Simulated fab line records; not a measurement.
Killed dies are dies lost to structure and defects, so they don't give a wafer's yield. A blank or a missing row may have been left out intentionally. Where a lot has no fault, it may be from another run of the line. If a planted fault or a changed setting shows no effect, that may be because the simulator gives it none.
What tool caused it? ; flow rit_cmos ; 39 wafers from 13 lots sampled at 2 of the route's 202 steps

## WHAT EACH GAUGE READ, for each wafer
The record lacks any reading of a measuring or inspecting step that a usual standard deviation could be used to judge.

## TOOL THAT RAN EACH LOT (tool first, then ch and the chambers of the sampled wafers, then the start)
lot;RIT_CONTACT_ETCH_11;RIT_M1_PROBE_99
L560;rie_diel-04 ch 0,1, day 4 05:05;prober-02, day 4 10:00
L561;rie_diel-04 ch 1,2,3, day 4 23:08;prober-02, day 5 05:58
L562;rie_diel-01 ch 0,2,3, day 4 23:14;prober-01, day 5 04:25
L563;rie_diel-01 ch 0,2,3, day 5 11:36;prober-02, day 5 18:20
L565;rie_diel-03 ch 0,2,3, day 5 11:44;prober-01, day 5 16:46
L567;rie_diel-03 ch 0,2,3, day 6 01:24;prober-01, day 6 08:16
L568;rie_diel-04 ch 0,1,2, day 6 01:33;prober-02, day 6 08:34
L570;rie_diel-01 ch 0,2,3, day 6 11:41;prober-02, day 6 17:26
L573;rie_diel-01 ch 1,2,3, day 6 20:30;prober-02, day 7 03:16
L571;rie_diel-04 ch 0,1,3, day 6 20:43;prober-01, day 7 01:40
L578;rie_diel-01 ch 0,3, day 7 14:26;prober-02, day 7 19:31
L581;rie_diel-04 ch 2,3, day 8 01:50;prober-01, day 8 06:48
L582;rie_diel-03 ch 0,1,3, day 8 04:38;prober-02, day 8 09:31
- RIT_CONTACT_ETCH_11: etches SiO2 in CHF3/CF4/Ar, stops on TiSi2, target depth 480 nm, time 320 s.
- RIT_M1_PROBE_99

## AS READ BY THE TOOLS THEMSELVES (means over the sampled wafers that have a number; for cases with no such wafer, the mark the record gives instead)
RIT_CONTACT_ETCH_11.
lot;tool;drypump_motor_current_A (A);oes_product_au (a.u.);rf_fwd_power_W (W);throttle_valve_pct (%)
L560;rie_diel-04;6.5;0.993;199.8;8.96
L561;rie_diel-04;5.6;1.007;199.7;8.79
L562;rie_diel-01;5.9;0.986;199.3;8.89
L563;rie_diel-01;5.9;0.985;200.0;8.90
L565;rie_diel-03;5.9;0.985;199.5;9.00
L567;rie_diel-03;5.9;0.992;199.7;9.02
L568;rie_diel-04;6.0;0.995;199.4;8.93
L570;rie_diel-01;5.9;0.979;198.8;8.90
L573;rie_diel-01;5.7;0.985;199.5;8.86
L571;rie_diel-04;6.0;0.993;199.4;8.84
L578;rie_diel-01;6.3;0.980;198.9;8.90
L581;rie_diel-04;5.2;0.997;199.2;8.70
L582;rie_diel-03;6.0;0.991;199.4;8.95

RIT_M1_PROBE_99.
lot;tool;killed_at_contacts;killed_at_front_end;killed_dies;killed_open;killed_short
L560;prober-02;0.0;7;7;3.3;3.7
L561;prober-02;0.0;7;7;3.7;3.3
L562;prober-01;0.0;7;7;4.3;3.0
L563;prober-02;0.3;5;5;2.3;3.0
L565;prober-01;0.0;6;6;3.0;3.0
L567;prober-01;0.0;7;7;3.3;3.3
L568;prober-02;0.0;10;10;4.0;6.3
L570;prober-02;0.0;7;7;4.3;2.3
L573;prober-02;0.3;4;4;1.3;2.7
L571;prober-01;0.0;4;4;2.3;2.0
L578;prober-02;0.0;7;7;3.0;4.0
L581;prober-01;0.0;5;5;3.0;2.3
L582;prober-02;0.0;8;8;3.0;5.3

## THE ANSWER, worked out from the rows above alone
Rule: the lots themselves supply what counts as usual. Put in order of their means at a reading, lots are off if they are a third of the lots or fewer, leave a main group of 4 or more, and stand apart from it by a gap of 3 or more times the standard deviation of the main group's means; of several such gaps the widest counts. A main group is skipped when, at the precision printed for the reading in the tables above, its means are all equal. A lot without any number at a reading at which 4 lots or more have one is off too. All remaining lots with rows at the step are treated as sound. The gauges are gone through in route order, then the tools' own readings, and for those a lot's mean is taken as printed above. The first step at which some lot is off is used, and at that step the reading that is off furthest; a lot without a number counts as furthest.
No lot is off on any of the readings shown, so nothing can be concluded from this.

## WHAT WAS PUT IN BY THE SIMULATOR
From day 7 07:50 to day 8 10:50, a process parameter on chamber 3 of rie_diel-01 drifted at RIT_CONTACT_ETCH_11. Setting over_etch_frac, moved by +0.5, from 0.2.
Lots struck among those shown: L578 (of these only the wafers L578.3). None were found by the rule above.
